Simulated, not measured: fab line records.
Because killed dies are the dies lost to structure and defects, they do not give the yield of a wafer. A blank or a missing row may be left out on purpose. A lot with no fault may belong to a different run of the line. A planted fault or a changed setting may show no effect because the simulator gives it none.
Which tool did it? -- flow berkeley cmos170 -- 15 lots with 45 wafers sampled at 6 steps, on a route of 331 steps

== WHAT THE GAUGES SHOWED, per wafer ==
UCB170_NVT_OVL_MEAS_06.
lot,measured,on,NVT_OVL (nm)
L294,day 5 20:18,overlay-01,-5 -2 -1
L296,day 6 19:53,overlay-01,-1 -4 -3
L295,day 6 20:17,overlay-01,-2 -6 -9
L299,day 7 03:01,overlay-02,-9 -7 -5
L300,day 7 11:23,overlay-01,-2 2 5
L301,day 7 11:19,overlay-02,-6 -13 -9
L304,day 8 05:05,overlay-01,-18 -7 -13
L303,day 8 04:31,overlay-02,6 7 6
L308,day 9 01:58,overlay-01,-3 -8 -6
L307,day 9 02:05,overlay-01,6 1 1
L306,day 9 02:14,overlay-01,-5 -8 -6
L311,day 10 00:51,overlay-02,2 -5 2
L314,day 10 10:12,overlay-01,4 1 1
L315,day 10 09:54,overlay-01,-13 -12 -10
L316,day 11 04:02,overlay-02,1 -3 3

UCB170_PLDD_TW_MEAS_11.
lot,measured,on,PLDD_TW
L294,day 6 15:52,film metro-04,1008 1013 1015
L296,day 7 14:20,film metro-01,994 991 998
L295,day 7 14:34,film metro-01,999 996 997
L299,day 7 22:14,film metro-01,994 1000 991
L300,day 8 10:10,film metro-04,1010 1014 1018
L301,day 8 09:58,film metro-02,1012 1011 1012
L304,day 9 04:40,film metro-04,1016 1013 1012
L303,day 9 04:23,film metro-01,996 1000 998
L308,day 10 02:44,film metro-04,1009 1018 1008
L307,day 10 02:28,film metro-02,1008 1011 1015
L306,day 10 02:14,film metro-01,1016 1015 1014
L311,day 10 16:59,film metro-04,965 964 962
L314,day 11 04:09,film metro-04,965 968 961
L315,day 11 05:25,film metro-01,956 956 959
L316,day 11 22:09,film metro-02,1001 1003 1001

UCB170_PSD_OVL_MEAS_07.
lot,measured,on,PSD_OVL (nm)
L294,day 7 00:28,overlay-01,-13 -3 -7
L296,day 8 00:08,overlay-01,-17 -14 -16
L295,day 8 00:30,overlay-02,3 -4 1
L299,day 8 07:26,overlay-02,-10 -4 -2
L300,day 8 20:36,overlay-01,-2 -11 -8
L301,day 8 20:52,overlay-01,2 -6 -5
L304,day 9 17:56,overlay-02,7 -4 2
L303,day 9 17:40,overlay-02,-1 -4 0
L308,day 10 10:41,overlay-02,-9 -15 -10
L307,day 10 09:59,overlay-02,-1 -3 -5
L306,day 10 10:13,overlay-02,-8 -2 -1
L311,day 11 01:06,overlay-02,-3 -10 -1
L314,day 11 14:23,overlay-01,5 1 3
L315,day 11 14:40,overlay-02,-10 -8 -2
L316,day 12 05:55,overlay-02,-9 1 -5

UCB170_SDANNEAL_RS_MEAS_04: the measuring method here is four-point-probe.
lot,measured,on,PLDD_RS (ohm/sq)
L294,day 7 04:06,film metro-04,1029 1030 1030
L296,day 8 03:32,film metro-02,1035 1034 1031
L295,day 8 04:26,film metro-02,1035 1036 1033
L299,day 8 10:59,film metro-01,1028 1032 1029
L300,day 9 00:03,film metro-01,1030 1029 1033
L301,day 9 00:16,film metro-02,1030 1032 1033
L304,day 10 00:46,film metro-01,1026 1026 1025
L303,day 10 00:45,film metro-02,1034 1033 1036
L308,day 10 14:29,film metro-01,1028 1033 1033
L307,day 10 13:22,film metro-04,1031 1030 1029
L306,day 10 13:59,film metro-02,1038 1036 1037
L311,day 11 07:56,film metro-01,1155 1154 1152
L314,day 11 18:01,film metro-04,1154 1150 1158
L315,day 11 18:15,film metro-02,1159 1163 1161
L316,day 12 12:22,film metro-04,1031 1029 1027

== WHAT TOOL EACH LOT RAN ON (gives the tool, then ch and the chambers of the sampled wafers, and finally the start) ==
lot,UCB170_PFIELD_STRIP_08,UCB170_PLDD_IMPLANT_08
L294,"plasma asher-01 ch 0,1, day 4 11:44","implanter-01 ch 0, day 6 15:29"
L296,"plasma asher-03 ch 1, day 5 06:46","implanter-01 ch 0, day 7 13:56"
L295,"plasma asher-01 ch 0,1, day 5 07:01","implanter-03 ch 0, day 7 14:11"
L299,"plasma asher-04 ch 0,1, day 5 18:59","implanter-03 ch 0, day 7 21:52"
L300,"plasma asher-01 ch 0,1, day 6 02:26","implanter-02 ch 0, day 8 09:46"
L301,"plasma asher-03 ch 0,1, day 6 05:28","implanter-01 ch 0, day 8 09:34"
L304,"plasma asher-01 ch 0,1, day 6 12:45","implanter-01 ch 0, day 9 04:17"
L303,"plasma asher-01 ch 0,1, day 6 13:33","implanter-03 ch 0, day 9 03:59"
L308,"plasma asher-04 ch 0,1, day 7 10:08","implanter-02 ch 0, day 10 02:22"
L307,"plasma asher-01 ch 0,1, day 7 10:25","implanter-01 ch 0, day 10 02:05"
L306,"plasma asher-03 ch 0,1, day 7 10:42","implanter-03 ch 0, day 10 01:52"
L311,"plasma asher-04 ch 0,1, day 8 07:42","implanter-03 ch 0, day 10 16:37"
L314,"plasma asher-04 ch 1, day 9 03:26","implanter-03 ch 0, day 11 03:46"
L315,"plasma asher-03 ch 0,1, day 9 08:21","implanter-03 ch 0, day 11 05:01"
L316,"plasma asher-03 ch 0,1, day 10 01:45","implanter-02 ch 0, day 11 21:46"
- UCB170_PFIELD_STRIP_08: strips in O2.
- UCB170_PLDD_IMPLANT_08

== AS READ BY THE TOOLS THEMSELVES (means over the sampled wafers that have a number; for cases with no such wafer, the mark the record gives instead) ==
UCB170_PFIELD_STRIP_08.
lot,tool,drypump motor current A (A),oes product au (a.u.),strip time to endpoint s (s)
L294,plasma asher-01,5.7,0.734,21.50
L296,plasma asher-03,5.0,0.729,21.58
L295,plasma asher-01,5.5,0.736,21.57
L299,plasma asher-04,5.0,0.735,21.74
L300,plasma asher-01,5.7,0.733,21.69
L301,plasma asher-03,4.9,0.737,21.63
L304,plasma asher-01,5.7,0.736,21.74
L303,plasma asher-01,5.7,0.735,21.63
L308,plasma asher-04,5.0,0.738,21.66
L307,plasma asher-01,5.5,0.734,21.66
L306,plasma asher-03,4.9,0.735,21.60
L311,plasma asher-04,5.0,0.734,21.70
L314,plasma asher-04,4.7,0.734,21.64
L315,plasma asher-03,4.9,0.733,21.66
L316,plasma asher-03,4.9,0.733,21.56

UCB170_PLDD_IMPLANT_08.
lot,tool,dose ions cm2,faraday current uA
L294,implanter-01,5.000e+13,158
L296,implanter-01,5.004e+13,161
L295,implanter-03,5.002e+13,160
L299,implanter-03,5.001e+13,160
L300,implanter-02,5.004e+13,156
L301,implanter-01,4.989e+13,159
L304,implanter-01,5.001e+13,160
L303,implanter-03,4.996e+13,158
L308,implanter-02,4.997e+13,157
L307,implanter-01,4.995e+13,158
L306,implanter-03,4.998e+13,158
L311,implanter-03,3.655e+13,116
L314,implanter-03,3.649e+13,118
L315,implanter-03,3.651e+13,116
L316,implanter-02,4.999e+13,160

== THE ANSWER, worked out from the rows above alone ==
Rule: the usual values come from the lots themselves. The widest of any qualifying gaps counts: lots, ordered by their means at a reading, are off when they make up no more than a third of the lots, leave a main group of 4 or more, and stand apart from it by 3 or more times the standard deviation of that group's means. The tables above print the reading to a certain number of digits; a main group whose means all agree to those digits is not used. Also off: a lot with no number at a reading for which 4 or more lots have one. Where the step has rows for the other lots, those lots are counted as sound. First the gauges in route order, then the tools' own readings, where a lot's mean is used as printed above. At the first step where some lot is off, the reading lying furthest off is the one used; lots without a number count as furthest.
Off: L311, L314, L315, at UCB170_PLDD_TW_MEAS_11 (PLDD_TW). For the main group the mean is 1006 and the standard deviation 7.9.
If a tool, at a process step before that reading, ran all the lots that are off and no sound lot after the first of them, it fits. Not tried: the gauges at UCB170_PLDD_TW_MEAS_11; whatever is off there is also off at UCB170_PLDD_IMPLANT_08, on other tools, and gauge error can't account for it. One fits: implanter-03 at UCB170_PLDD_IMPLANT_08. Its last sound lot is L306 (day 10 01:52), its first lot that is off L311 (day 10 16:37): a fault that began between those two fits.
The tool's own readings at UCB170_PLDD_IMPLANT_08 bear it out: on the lots that are off they differ by more than 5 times the standard deviation of the sound lots' means. dose ions cm2 reads 3.652e+13 there against 4.999e+13 on the sound lots; faraday current uA reads 117 there against 159 on the sound lots.

== WHAT WAS PUT IN BY THE SIMULATOR ==
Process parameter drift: implanter-03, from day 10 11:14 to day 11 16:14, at UCB170_PLDD_IMPLANT_08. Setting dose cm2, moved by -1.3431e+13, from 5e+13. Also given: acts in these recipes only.
Lots struck among those shown: L311, L315, L314. The rule given above showed the same thing.
